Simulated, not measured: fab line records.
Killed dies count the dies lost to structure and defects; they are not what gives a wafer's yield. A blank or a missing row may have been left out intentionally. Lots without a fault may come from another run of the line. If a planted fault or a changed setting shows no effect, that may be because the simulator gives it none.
fab line records || flow rit_cmos || part 2 of 2: steps 32 to 32 of 32
record {"lots": 5, "wafers": 23}
route steps=202 shown ACTIVE@7 NRETRO@54 PRETRO@65 GATE@91 NLDD@111 PSD@143 M1@202
start_h: the number of hours between the record's first day and the start of the first shown wafer of the lot || wait_h: how many hours have passed since the lot's step before this one || " unchanged from the row above || L1.1+2: a single row standing in for several wafers || - either no value or no given start || * or withheld: withheld || < > ~ a bound
route shown NAME@n: NAME is a module with steps in the file, n the number in the route of the first one || usual: mean and standard deviation over wafers with no fault || same: alike in all rows || chamber/n: place in a boat || sites: per-site readings || _std_site: how widely they spread, as a standard deviation || _edge_site: the outer-site mean with the inner-site mean subtracted || radius_mm: how far each site lies from the wafer's centre || mask NAME#n: copy n || behind: tool/chamber where the wafer was last shaped || hold: the reason the lot was held/the length of the hold in hours/how it ended || device: whichever transistor did not switch (one of n, p or np) || end of line: the route-end tests of the same wafers || where a step has no rows: the recipe by itself || killed: dies lost to structure and defects at the first sort, not the wafer's yield || map: shows each die of a wafer: x if killed, . if not, _ if none is there
set.NAME: the setting that was run; set.NAME@STEP: the one run at that earlier step || model.NAME: the simulator's own value behind a step, which no gauge read
lots whose settings were changed on purpose; a table a step, a row a wafer
## steps
# step RIT_M1_PROBE_99
# usual {"killed_at_M0_to_M3": "0.0/0.12", "killed_at_contacts": "0.1/0.3", "killed_at_front_end": "7/3", "killed_dies": "7/3", "killed_open": "3.3/1.9", "killed_short": "3.3/2"}
# same {"gross_dies": 264, "killed_at_M4_up": 0, "killed_at_back_side": 0, "killed_at_other": 0}
{"lot.wafer": "L074.1", "tool": "prober-01", "chamber": "-", "start_h": 62.15, "wait_h": 0.1, "set.dev_temp_c@GATE_DEVELOP_15": 23, "killed_at_M0_to_M3": 0, "killed_at_contacts": 0, "killed_at_front_end": 3, "killed_dies": 3, "killed_open": 1, "killed_short": 2, "model.etest.nmos_0p15.drive_ua_um": 459.2, "model.etest.nmos_turned.drive_ua_um": 320.8, "model.etest.npoly_line.line_ohm_um": 161.5, "model.etest.pmos_0p15.drive_ua_um": 241.1, "model.etest.pmos_0p15.r_on_ohm_um": 2919, "model.etest.pmos_0p3.r_on_ohm_um": 6483, "model.etest.pmos_turned.r_on_ohm_um": 3618}
{"lot.wafer": "L074.2", "tool": "prober-01", "chamber": "-", "start_h": 62.20, "wait_h": 0.1, "set.dev_temp_c@GATE_DEVELOP_15": 23, "killed_at_M0_to_M3": 0, "killed_at_contacts": 0, "killed_at_front_end": 5, "killed_dies": 5, "killed_open": 1, "killed_short": 4, "model.etest.nmos_0p15.drive_ua_um": 461.7, "model.etest.nmos_turned.drive_ua_um": 337, "model.etest.npoly_line.line_ohm_um": 162.8, "model.etest.pmos_0p15.drive_ua_um": 242.1, "model.etest.pmos_0p15.r_on_ohm_um": 2898, "model.etest.pmos_0p3.r_on_ohm_um": 6388, "model.etest.pmos_turned.r_on_ohm_um": 3569}
{"lot.wafer": "L074.3", "tool": "prober-01", "chamber": "-", "start_h": 62.25, "wait_h": 0.2, "set.dev_temp_c@GATE_DEVELOP_15": 23, "killed_at_M0_to_M3": 0, "killed_at_contacts": 1, "killed_at_front_end": 1, "killed_dies": 2, "killed_open": 2, "killed_short": 0, "model.etest.nmos_0p15.drive_ua_um": 462.1, "model.etest.nmos_turned.drive_ua_um": 317.6, "model.etest.npoly_line.line_ohm_um": 165.2, "model.etest.pmos_0p15.drive_ua_um": 247.6, "model.etest.pmos_0p15.r_on_ohm_um": 2939, "model.etest.pmos_0p3.r_on_ohm_um": 6339, "model.etest.pmos_turned.r_on_ohm_um": 3638}
{"lot.wafer": "L074.5", "tool": "prober-01", "chamber": "-", "start_h": 62.35, "wait_h": 0.2, "set.dev_temp_c@GATE_DEVELOP_15": 23, "killed_at_M0_to_M3": 0, "killed_at_contacts": 0, "killed_at_front_end": 5, "killed_dies": 5, "killed_open": 1, "killed_short": 4, "model.etest.nmos_0p15.drive_ua_um": 454.7, "model.etest.nmos_turned.drive_ua_um": 322, "model.etest.npoly_line.line_ohm_um": 158.1, "model.etest.pmos_0p15.drive_ua_um": 234.1, "model.etest.pmos_0p15.r_on_ohm_um": 2964, "model.etest.pmos_0p3.r_on_ohm_um": 6516, "model.etest.pmos_turned.r_on_ohm_um": 3653}
{"lot.wafer": "L074.6", "tool": "prober-01", "chamber": "-", "start_h": 62.40, "wait_h": 0.2, "set.dev_temp_c@GATE_DEVELOP_15": 23, "killed_at_M0_to_M3": 0, "killed_at_contacts": 0, "killed_at_front_end": 3, "killed_dies": 3, "killed_open": 1, "killed_short": 2, "model.etest.nmos_0p15.drive_ua_um": 463.3, "model.etest.nmos_turned.drive_ua_um": 333.2, "model.etest.npoly_line.line_ohm_um": 162, "model.etest.pmos_0p15.drive_ua_um": 254.2, "model.etest.pmos_0p15.r_on_ohm_um": 2807, "model.etest.pmos_0p3.r_on_ohm_um": 6246, "model.etest.pmos_turned.r_on_ohm_um": 3428}
{"lot.wafer": "L075.1", "tool": "prober-02", "chamber": "-", "start_h": 68.68, "wait_h": 0.1, "set.dev_temp_c@GATE_DEVELOP_15": 23, "killed_at_M0_to_M3": 0, "killed_at_contacts": 0, "killed_at_front_end": 13, "killed_dies": 13, "killed_open": 7, "killed_short": 6, "model.etest.nmos_0p15.drive_ua_um": 455.5, "model.etest.nmos_turned.drive_ua_um": 325.9, "model.etest.npoly_line.line_ohm_um": 164.4, "model.etest.pmos_0p15.drive_ua_um": 248.6, "model.etest.pmos_0p15.r_on_ohm_um": 2839, "model.etest.pmos_0p3.r_on_ohm_um": 6474, "model.etest.pmos_turned.r_on_ohm_um": 3469}
{"lot.wafer": "L075.2", "tool": "prober-02", "chamber": "-", "start_h": 68.73, "wait_h": 0.1, "set.dev_temp_c@GATE_DEVELOP_15": 25.06, "killed_at_M0_to_M3": 0, "killed_at_contacts": 0, "killed_at_front_end": 16, "killed_dies": 16, "killed_open": 5, "killed_short": 4, "model.etest.nmos_0p15.drive_ua_um": 413, "model.etest.nmos_turned.drive_ua_um": 306.6, "model.etest.npoly_line.line_ohm_um": 142.4, "model.etest.pmos_0p15.drive_ua_um": 215.9, "model.etest.pmos_0p15.r_on_ohm_um": 3176, "model.etest.pmos_0p3.r_on_ohm_um": 6734, "model.etest.pmos_turned.r_on_ohm_um": 3826}
{"lot.wafer": "L075.4", "tool": "prober-02", "chamber": "-", "start_h": 68.83, "wait_h": 0.2, "set.dev_temp_c@GATE_DEVELOP_15": 23, "killed_at_M0_to_M3": 0, "killed_at_contacts": 0, "killed_at_front_end": 6, "killed_dies": 6, "killed_open": 2, "killed_short": 4, "model.etest.nmos_0p15.drive_ua_um": 457.3, "model.etest.nmos_turned.drive_ua_um": 334.1, "model.etest.npoly_line.line_ohm_um": 160, "model.etest.pmos_0p15.drive_ua_um": 247.5, "model.etest.pmos_0p15.r_on_ohm_um": 2926, "model.etest.pmos_0p3.r_on_ohm_um": 6393, "model.etest.pmos_turned.r_on_ohm_um": 3564}
{"lot.wafer": "L075.5", "tool": "prober-02", "chamber": "-", "start_h": 68.88, "wait_h": 0.2, "set.dev_temp_c@GATE_DEVELOP_15": 25.06, "killed_at_M0_to_M3": 0, "killed_at_contacts": 0, "killed_at_front_end": 13, "killed_dies": 13, "killed_open": 7, "killed_short": 1, "model.etest.nmos_0p15.drive_ua_um": 401.5, "model.etest.nmos_turned.drive_ua_um": 297.4, "model.etest.npoly_line.line_ohm_um": 141.5, "model.etest.pmos_0p15.drive_ua_um": 215.7, "model.etest.pmos_0p15.r_on_ohm_um": 3270, "model.etest.pmos_0p3.r_on_ohm_um": 6816, "model.etest.pmos_turned.r_on_ohm_um": 3889}
{"lot.wafer": "L075.6", "tool": "prober-02", "chamber": "-", "start_h": 68.93, "wait_h": 0.2, "set.dev_temp_c@GATE_DEVELOP_15": 25.06, "killed_at_M0_to_M3": 0, "killed_at_contacts": 0, "killed_at_front_end": 19, "killed_dies": 19, "killed_open": 5, "killed_short": 4, "model.etest.nmos_0p15.drive_ua_um": 409.5, "model.etest.nmos_turned.drive_ua_um": 301.8, "model.etest.npoly_line.line_ohm_um": 138.6, "model.etest.pmos_0p15.drive_ua_um": 220.7, "model.etest.pmos_0p15.r_on_ohm_um": 3182, "model.etest.pmos_0p3.r_on_ohm_um": 6581, "model.etest.pmos_turned.r_on_ohm_um": 3827}
{"lot.wafer": "L076.1", "tool": "prober-01", "chamber": "-", "start_h": 71.86, "wait_h": 0.1, "set.dev_temp_c@GATE_DEVELOP_15": 19.42, "killed_at_M0_to_M3": 0, "killed_at_contacts": 0, "killed_at_front_end": 10, "killed_dies": 10, "killed_open": 2, "killed_short": 1, "model.etest.nmos_0p15.drive_ua_um": 616, "model.etest.nmos_turned.drive_ua_um": 427.2, "model.etest.npoly_line.line_ohm_um": 224.6, "model.etest.pmos_0p15.drive_ua_um": 343.6, "model.etest.pmos_0p15.r_on_ohm_um": 2151, "model.etest.pmos_0p3.r_on_ohm_um": 5726, "model.etest.pmos_turned.r_on_ohm_um": 2769}
{"lot.wafer": "L076.2", "tool": "prober-01", "chamber": "-", "start_h": 71.91, "wait_h": 0.1, "set.dev_temp_c@GATE_DEVELOP_15": 19.42, "killed_at_M0_to_M3": 0, "killed_at_contacts": 0, "killed_at_front_end": 12, "killed_dies": 12, "killed_open": 2, "killed_short": 6, "model.etest.nmos_0p15.drive_ua_um": 633.7, "model.etest.nmos_turned.drive_ua_um": 438.9, "model.etest.npoly_line.line_ohm_um": 225.2, "model.etest.pmos_0p15.drive_ua_um": 360.2, "model.etest.pmos_0p15.r_on_ohm_um": 2070, "model.etest.pmos_0p3.r_on_ohm_um": 5612, "model.etest.pmos_turned.r_on_ohm_um": 2675}
{"lot.wafer": "L076.3", "tool": "prober-01", "chamber": "-", "start_h": 71.96, "wait_h": 0.2, "set.dev_temp_c@GATE_DEVELOP_15": 19.42, "killed_at_M0_to_M3": 1, "killed_at_contacts": 0, "killed_at_front_end": 14, "killed_dies": 15, "killed_open": 4, "killed_short": 9, "model.etest.nmos_0p15.drive_ua_um": 636.1, "model.etest.nmos_turned.drive_ua_um": 442.1, "model.etest.npoly_line.line_ohm_um": 230.2, "model.etest.pmos_0p15.drive_ua_um": 359.7, "model.etest.pmos_0p15.r_on_ohm_um": 2070, "model.etest.pmos_0p3.r_on_ohm_um": 5652, "model.etest.pmos_turned.r_on_ohm_um": 2654}
{"lot.wafer": "L076.4", "tool": "prober-01", "chamber": "-", "start_h": 72.01, "wait_h": 0.2, "set.dev_temp_c@GATE_DEVELOP_15": 23, "killed_at_M0_to_M3": 0, "killed_at_contacts": 1, "killed_at_front_end": 8, "killed_dies": 9, "killed_open": 5, "killed_short": 4, "model.etest.nmos_0p15.drive_ua_um": 512.6, "model.etest.nmos_turned.drive_ua_um": 366.6, "model.etest.npoly_line.line_ohm_um": 175.3, "model.etest.pmos_0p15.drive_ua_um": 275.2, "model.etest.pmos_0p15.r_on_ohm_um": 2616, "model.etest.pmos_0p3.r_on_ohm_um": 6159, "model.etest.pmos_turned.r_on_ohm_um": 3189}
{"lot.wafer": "L076.5", "tool": "prober-01", "chamber": "-", "start_h": 72.06, "wait_h": 0.2, "set.dev_temp_c@GATE_DEVELOP_15": 23, "killed_at_M0_to_M3": 0, "killed_at_contacts": 1, "killed_at_front_end": 5, "killed_dies": 6, "killed_open": 2, "killed_short": 4, "model.etest.nmos_0p15.drive_ua_um": 516, "model.etest.nmos_turned.drive_ua_um": 368.8, "model.etest.npoly_line.line_ohm_um": 176.3, "model.etest.pmos_0p15.drive_ua_um": 273.6, "model.etest.pmos_0p15.r_on_ohm_um": 2597, "model.etest.pmos_0p3.r_on_ohm_um": 6192, "model.etest.pmos_turned.r_on_ohm_um": 3216}
{"lot.wafer": "L082.2", "tool": "prober-01", "chamber": "-", "start_h": 104.71, "wait_h": 0.1, "set.dev_temp_c@GATE_DEVELOP_15": 24.41, "killed_at_M0_to_M3": 0, "killed_at_contacts": 0, "killed_at_front_end": 1, "killed_dies": 1, "killed_open": 1, "killed_short": 0, "model.etest.nmos_0p15.drive_ua_um": 451.8, "model.etest.nmos_turned.drive_ua_um": 336.2, "model.etest.npoly_line.line_ohm_um": 153.2, "model.etest.pmos_0p15.drive_ua_um": 232.8, "model.etest.pmos_0p15.r_on_ohm_um": 2959, "model.etest.pmos_0p3.r_on_ohm_um": 6524, "model.etest.pmos_turned.r_on_ohm_um": 3595}
{"lot.wafer": "L082.3", "tool": "prober-01", "chamber": "-", "start_h": 104.76, "wait_h": 0.2, "set.dev_temp_c@GATE_DEVELOP_15": 23, "killed_at_M0_to_M3": 0, "killed_at_contacts": 0, "killed_at_front_end": 4, "killed_dies": 4, "killed_open": 2, "killed_short": 2, "model.etest.nmos_0p15.drive_ua_um": 486.4, "model.etest.nmos_turned.drive_ua_um": 355.6, "model.etest.npoly_line.line_ohm_um": 167.5, "model.etest.pmos_0p15.drive_ua_um": 250.3, "model.etest.pmos_0p15.r_on_ohm_um": 2829, "model.etest.pmos_0p3.r_on_ohm_um": 6372, "model.etest.pmos_turned.r_on_ohm_um": 3440}
{"lot.wafer": "L082.4", "tool": "prober-01", "chamber": "-", "start_h": 104.81, "wait_h": 0.2, "set.dev_temp_c@GATE_DEVELOP_15": 23, "killed_at_M0_to_M3": 0, "killed_at_contacts": 0, "killed_at_front_end": 4, "killed_dies": 4, "killed_open": 3, "killed_short": 1, "model.etest.nmos_0p15.drive_ua_um": 485.1, "model.etest.nmos_turned.drive_ua_um": 354, "model.etest.npoly_line.line_ohm_um": 164.7, "model.etest.pmos_0p15.drive_ua_um": 251, "model.etest.pmos_0p15.r_on_ohm_um": 2810, "model.etest.pmos_0p3.r_on_ohm_um": 6423, "model.etest.pmos_turned.r_on_ohm_um": 3407}
{"lot.wafer": "L082.5", "tool": "prober-01", "chamber": "-", "start_h": 104.86, "wait_h": 0.2, "set.dev_temp_c@GATE_DEVELOP_15": 24.41, "killed_at_M0_to_M3": 0, "killed_at_contacts": 0, "killed_at_front_end": 11, "killed_dies": 11, "killed_open": 6, "killed_short": 5, "model.etest.nmos_0p15.drive_ua_um": 461, "model.etest.nmos_turned.drive_ua_um": 343.6, "model.etest.npoly_line.line_ohm_um": 149.8, "model.etest.pmos_0p15.drive_ua_um": 230.9, "model.etest.pmos_0p15.r_on_ohm_um": 3025, "model.etest.pmos_0p3.r_on_ohm_um": 6552, "model.etest.pmos_turned.r_on_ohm_um": 3614}
{"lot.wafer": "L082.6", "tool": "prober-01", "chamber": "-", "start_h": 104.91, "wait_h": 0.2, "set.dev_temp_c@GATE_DEVELOP_15": 24.41, "killed_at_M0_to_M3": 0, "killed_at_contacts": 0, "killed_at_front_end": 8, "killed_dies": 8, "killed_open": 4, "killed_short": 4, "model.etest.nmos_0p15.drive_ua_um": 445.8, "model.etest.nmos_turned.drive_ua_um": 336.9, "model.etest.npoly_line.line_ohm_um": 149.2, "model.etest.pmos_0p15.drive_ua_um": 228.4, "model.etest.pmos_0p15.r_on_ohm_um": 3036, "model.etest.pmos_0p3.r_on_ohm_um": 6675, "model.etest.pmos_turned.r_on_ohm_um": 3692}
{"lot.wafer": "L084.2", "tool": "prober-01", "chamber": "-", "start_h": 113.55, "wait_h": 0.1, "set.dev_temp_c@GATE_DEVELOP_15": 23, "killed_at_M0_to_M3": 0, "killed_at_contacts": 1, "killed_at_front_end": 8, "killed_dies": 9, "killed_open": 5, "killed_short": 4, "model.etest.nmos_0p15.drive_ua_um": 467.6, "model.etest.nmos_turned.drive_ua_um": 342.8, "model.etest.npoly_line.line_ohm_um": 157.5, "model.etest.pmos_0p15.drive_ua_um": 267, "model.etest.pmos_0p15.r_on_ohm_um": 2681, "model.etest.pmos_0p3.r_on_ohm_um": 6042, "model.etest.pmos_turned.r_on_ohm_um": 3227}
{"lot.wafer": "L084.3", "tool": "prober-01", "chamber": "-", "start_h": 113.60, "wait_h": 0.2, "set.dev_temp_c@GATE_DEVELOP_15": 23, "killed_at_M0_to_M3": 0, "killed_at_contacts": 0, "killed_at_front_end": 10, "killed_dies": 10, "killed_open": 6, "killed_short": 4, "model.etest.nmos_0p15.drive_ua_um": 473, "model.etest.nmos_turned.drive_ua_um": 337.2, "model.etest.npoly_line.line_ohm_um": 161.8, "model.etest.pmos_0p15.drive_ua_um": 267.9, "model.etest.pmos_0p15.r_on_ohm_um": 2672, "model.etest.pmos_0p3.r_on_ohm_um": 6093, "model.etest.pmos_turned.r_on_ohm_um": 3253}
{"lot.wafer": "L084.6", "tool": "prober-01", "chamber": "-", "start_h": 113.75, "wait_h": 0.2, "set.dev_temp_c@GATE_DEVELOP_15": 23, "killed_at_M0_to_M3": 0, "killed_at_contacts": 0, "killed_at_front_end": 11, "killed_dies": 11, "killed_open": 5, "killed_short": 6, "model.etest.nmos_0p15.drive_ua_um": 475.6, "model.etest.nmos_turned.drive_ua_um": 339.6, "model.etest.npoly_line.line_ohm_um": 162.4, "model.etest.pmos_0p15.drive_ua_um": 268.8, "model.etest.pmos_0p15.r_on_ohm_um": 2627, "model.etest.pmos_0p3.r_on_ohm_um": 6022, "model.etest.pmos_turned.r_on_ohm_um": 3210}
# killed by level:class
L074.1 GATE:geometric_particle:short=2 SILICIDE:geometric_particle:open=1
L074.2 SILICIDE:geometric_particle:short=2 GATE:geometric_particle:short=1 REOX:geometric_particle:open=1 REOX:geometric_particle:short=1
L074.3 REOX:geometric_particle:open=1 CONTACT:geometric_particle:open=1
L074.5 REOX:geometric_particle:short=2 GATE:geometric_particle:open=1 SPACER:geometric_particle:short=1 SILICIDE:geometric_particle:short=1
L074.6 FOX2:geometric_particle:short=1 GATE:geometric_particle:short=1 SILICIDE:geometric_particle:open=1
L075.1 GATE:geometric_particle:open=4 GATE:geometric_particle:short=4 REOX:geometric_particle:open=2 SILICIDE:geometric_particle:short=2 SILICIDE:geometric_particle:open=1
L075.2 GATE:area_develop=7 GATE:geometric_particle:open=2 GATE:geometric_particle:short=2 SPACER:geometric_particle:short=2 FOX2:geometric_particle:open=1 SPACER:geometric_particle:open=1 SILICIDE:geometric_particle:open=1
L075.4 GATE:geometric_particle:short=2 ACTIVE:geometric_particle:short=1 GATE:geometric_particle:open=1 REOX:geometric_particle:open=1 SILICIDE:geometric_particle:short=1
L075.5 GATE:area_develop=5 GATE:geometric_particle:open=4 REOX:geometric_particle:open=2 SPACER:geometric_particle:open=1 SPACER:geometric_particle:short=1
L075.6 GATE:area_develop=10 FOX1:geometric_particle:open=2 FOX1:geometric_particle:short=1 FOX2:geometric_particle:short=1 GATE:geometric_particle:short=1 GATE:geometric_particle:open=1 SPACER:geometric_particle:open=1 SILICIDE:geometric_particle:short=1
L076.1 GATE:area_develop=7 GATE:geometric_particle:open=2 FOX1:geometric_particle:short=1
L076.2 GATE:geometric_particle:short=4 GATE:area_develop=4 FOX1:geometric_particle:open=2 FOX1:geometric_particle:short=1 SPACER:geometric_particle:short=1
L076.3 GATE:geometric_particle:short=4 FOX1:geometric_particle:open=2 GATE:geometric_particle:open=2 SPACER:geometric_particle:short=2 GATE:area_develop=2 FOX1:geometric_particle:short=1 SILICIDE:geometric_particle:short=1 M1:geometric_particle:short=1
L076.4 GATE:geometric_particle:short=4 GATE:geometric_particle:open=2 SILICIDE:geometric_particle:open=2 CONTACT:geometric_particle:open=1
L076.5 GATE:geometric_particle:open=2 GATE:geometric_particle:short=2 SPACER:geometric_particle:short=1 CONTACT:geometric_particle:short=1
L082.2 FOX2:geometric_particle:open=1
L082.3 GATE:geometric_particle:open=2 REOX:geometric_particle:short=2
L082.4 FOX1:geometric_particle:open=2 FOX1:geometric_particle:short=1 SPACER:geometric_particle:open=1
L082.5 FOX1:geometric_particle:open=3 FOX1:geometric_particle:short=2 REOX:geometric_particle:short=2 FOX2:geometric_particle:open=1 GATE:geometric_particle:open=1 REOX:geometric_particle:open=1 SPACER:geometric_particle:short=1
L082.6 GATE:geometric_particle:short=2 REOX:geometric_particle:open=2 SPACER:geometric_particle:short=1 SPACER:geometric_particle:open=1 SILICIDE:geometric_particle:open=1 SILICIDE:geometric_particle:short=1
L084.2 FOX1:geometric_particle:open=1 FOX1:geometric_particle:short=1 FOX2:geometric_particle:open=1 GATE:geometric_particle:open=1 GATE:geometric_particle:short=1 REOX:geometric_particle:short=1 REOX:geometric_particle:open=1 SPACER:geometric_particle:open=1
L084.3 SILICIDE:geometric_particle:open=4 FOX1:geometric_particle:short=2 REOX:geometric_particle:open=2 SPACER:geometric_particle:short=2
L084.6 GATE:geometric_particle:short=2 SPACER:geometric_particle:short=2 SPACER:geometric_particle:open=2 SILICIDE:geometric_particle:open=2 FOX1:geometric_particle:short=1 FOX1:geometric_particle:open=1 SILICIDE:geometric_particle:short=1
## key
split {"step": "RIT_ACTIVE_COAT_06", "setting": "resist_thk_nm", "stated": 1000, "by": "wafer"}
response {"step": "RIT_ACTIVE_COAT_06", "reading": "model.NOVOLAK_of_ACTIVE_COAT_06.thk_nm", "change": "+10", "per": "1%", "r": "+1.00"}
response {"step": "RIT_ACTIVE_CD_MEAS_11", "reading": "cd_nm", "change": "+1.14", "per": "1%", "r": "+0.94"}
response {"step": "RIT_ACTIVE_HARDBAKE_12", "reading": "model.NOVOLAK_of_ACTIVE_COAT_06.thk_nm", "change": "+8.49", "per": "1%", "r": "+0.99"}
response {"step": "RIT_ACTIVE_ETCH_13", "reading": "model.NOVOLAK_of_ACTIVE_COAT_06.thk_nm", "change": "+8.26", "per": "1%", "r": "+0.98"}
response {"step": "RIT_ACTIVE_CD_MEAS_90", "reading": "cd_nm", "change": "+1.14", "per": "1%", "r": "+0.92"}
split {"step": "RIT_ACTIVE_HARDBAKE_12", "setting": "temp_c", "stated": 140, "by": "wafer"}
response none clear
split {"step": "RIT_ACTIVE_STRIP_14", "setting": "pressure_mtorr", "stated": 4000, "by": "lot"}
response none clear
split {"step": "RIT_NRETRO_COAT_01", "setting": "spin_rpm", "stated": 2000, "by": "wafer"}
response {"step": "RIT_NRETRO_COAT_01", "reading": "model.NOVOLAK_of_NRETRO_COAT_01.thk_nm", "change": -6.59, "per": "1%", "r": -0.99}
response {"step": "RIT_NRETRO_HARDBAKE_07", "reading": "model.NOVOLAK_of_NRETRO_COAT_01.thk_nm", "change": -5.68, "per": "1%", "r": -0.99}
split {"step": "RIT_NRETRO_IMPLANT_08", "setting": "dose_cm2", "stated": 1e+13, "by": "wafer"}
response {"step": "RIT_NRETRO_TW_MEAS_10", "reading": "NRETRO_TW", "change": "+3.64", "per": "1%", "r": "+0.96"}
split {"step": "RIT_PRETRO_COAT_01", "setting": "resist_thk_nm", "stated": 1300, "by": "wafer"}
response {"step": "RIT_PRETRO_COAT_01", "reading": "model.NOVOLAK_of_PRETRO_COAT_01.thk_nm", "change": "+12.6", "per": "1%", "r": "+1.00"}
response {"step": "RIT_PRETRO_HARDBAKE_07", "reading": "model.NOVOLAK_of_PRETRO_COAT_01.thk_nm", "change": "+10.9", "per": "1%", "r": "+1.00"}
split {"step": "RIT_PRETRO_IMPLANT_08", "setting": "energy_kev", "stated": 45, "by": "wafer"}
response {"step": "RIT_PRETRO_IMPLANT_08", "reading": "model.implant.rp_nm", "change": "+1.35", "per": "1%", "r": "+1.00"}
response {"step": "RIT_PRETRO_IMPLANT_08", "reading": "model.implant.drp_nm", "change": "+0.325", "per": "1%", "r": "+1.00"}
split {"step": "RIT_GATE_DEVELOP_15", "setting": "dev_temp_c", "stated": 23, "by": "wafer"}
response {"step": "RIT_M1_PROBE_99", "reading": "model.etest.pmos_0p3.r_on_ohm_um", "change": "+32.2", "per": "1%", "r": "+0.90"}
response {"step": "RIT_M1_PROBE_99", "reading": "model.etest.pmos_0p15.r_on_ohm_um", "change": "+33.3", "per": "1%", "r": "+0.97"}
response {"step": "RIT_M1_PROBE_99", "reading": "model.etest.pmos_turned.r_on_ohm_um", "change": "+33.6", "per": "1%", "r": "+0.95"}
response {"step": "RIT_M1_PROBE_99", "reading": "model.etest.nmos_0p15.drive_ua_um", "change": -6.7, "per": "1%", "r": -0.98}
response {"step": "RIT_M1_PROBE_99", "reading": "model.etest.nmos_turned.drive_ua_um", "change": -3.93, "per": "1%", "r": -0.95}
response {"step": "RIT_M1_PROBE_99", "reading": "model.etest.pmos_0p15.drive_ua_um", "change": -4.57, "per": "1%", "r": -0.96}
response {"step": "RIT_M1_PROBE_99", "reading": "model.etest.npoly_line.line_ohm_um", "change": -2.99, "per": "1%", "r": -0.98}
split {"step": "RIT_NLDD_IMPLANT_08", "setting": "energy_kev", "stated": 20, "by": "wafer"}
response {"step": "RIT_NLDD_IMPLANT_08", "reading": "model.implant.rp_nm", "change": "+0.184", "per": "1%", "r": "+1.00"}
response {"step": "RIT_NLDD_IMPLANT_08", "reading": "model.implant.drp_nm", "change": "+0.0776", "per": "1%", "r": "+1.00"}
split {"step": "RIT_PSD_COAT_01", "setting": "resist_thk_nm", "stated": 1000, "by": "wafer"}
response {"step": "RIT_PSD_COAT_01", "reading": "model.NOVOLAK_of_PSD_COAT_01.thk_nm", "change": "+9.94", "per": "1%", "r": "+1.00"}
response {"step": "RIT_PSD_HARDBAKE_07", "reading": "model.NOVOLAK_of_PSD_COAT_01.thk_nm", "change": "+8.7", "per": "1%", "r": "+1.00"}
